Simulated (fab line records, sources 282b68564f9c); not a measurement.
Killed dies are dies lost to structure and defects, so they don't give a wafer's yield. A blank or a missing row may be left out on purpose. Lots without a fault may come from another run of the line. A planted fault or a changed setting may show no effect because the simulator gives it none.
Split-lot experiment | flow rit_cmos | 5 lots, 23 wafers read, on a route of 202 steps

THE SPLIT
At RIT_REOX_OXIDATION_03 (target thk 25.2 nm, ox time 5580 s), the setting ox_time_s was moved away from the recipe's 5580 s on 10 of the 23 wafers read, by -10.7% to -8.4%. The other wafers ran this setting at the recipe's value.

The reading is taken at the split's own step.

THE READING
SiO2_of_REOX_OXIDATION_03.thk_nm (the simulator's own value, which no gauge read), in nm, at RIT_REOX_OXIDATION_03 (target thk 25.2 nm, ox time 5580 s). The file gives no usual value for it. The 13 wafers here that ran the recipe average 24.80 nm, standard deviation 0.23 nm.

wafer  | tool, chamber at the split | ox_time_s as run, s | against the recipe | SiO2_of_REOX_OXIDATION_03.thk_nm, nm | against lot-mates on the recipe
L077.1 | -, -                       | 5580                | recipe             | 25.06                                | -
L077.6 | -, -                       | 5580                | recipe             | 25.06                                | -
L077.2 | -, -                       | 5580                | recipe             | 24.91                                | -
L077.3 | -, -                       | 5580                | recipe             | 24.76                                | -
L077.5 | -, -                       | 5580                | recipe             | 25.01                                | -
L079.1 | -, -                       | 5580                | recipe             | 24.79                                | -
L079.2 | -, -                       | 5580                | recipe             | 24.8                                 | -
L079.3 | -, -                       | 5580                | recipe             | 24.4                                 | -
L079.4 | -, -                       | 5580                | recipe             | 25.17                                | -
L079.5 | -, -                       | 5580                | recipe             | 24.77                                | -
L080.1 | -, -                       | 5114                | -8.4%              | 23.65                                | no lot-mate on the recipe
L080.2 | -, -                       | 5114                | -8.4%              | 23.49                                | no lot-mate on the recipe
L080.3 | -, -                       | 5114                | -8.4%              | 24.3                                 | no lot-mate on the recipe
L080.5 | -, -                       | 5114                | -8.4%              | 23.97                                | no lot-mate on the recipe
L080.6 | -, -                       | 5114                | -8.4%              | 23.9                                 | no lot-mate on the recipe
L081.1 | -, -                       | 4981                | -10.7%             | 22.98                                | no lot-mate on the recipe
L081.2 | -, -                       | 4981                | -10.7%             | 23.65                                | no lot-mate on the recipe
L081.3 | -, -                       | 4981                | -10.7%             | 23.31                                | no lot-mate on the recipe
L081.5 | -, -                       | 4981                | -10.7%             | 23.25                                | no lot-mate on the recipe
L081.6 | -, -                       | 4981                | -10.7%             | 23.22                                | no lot-mate on the recipe
L082.1 | furnace-03, 0              | 5580                | recipe             | 24.61                                | -
L082.4 | furnace-03, 0              | 5580                | recipe             | 24.46                                | -
L082.5 | furnace-03, 0              | 5580                | recipe             | 24.59                                | -

THE FIT
A straight line over all 23 wafers: SiO2_of_REOX_OXIDATION_03.thk_nm changes by +0.132 nm for each +1% of ox_time_s; r = +0.93; the points scatter about the line by 0.27 nm.
Too few moved wafers have a lot-mate on the recipe to fit a line with each lot's own level taken away.

THE FILE'S OWN FIT
SiO2_of_REOX_OXIDATION_03.thk_nm changes by +0.132 nm for each +1% of ox_time_s, r = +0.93.
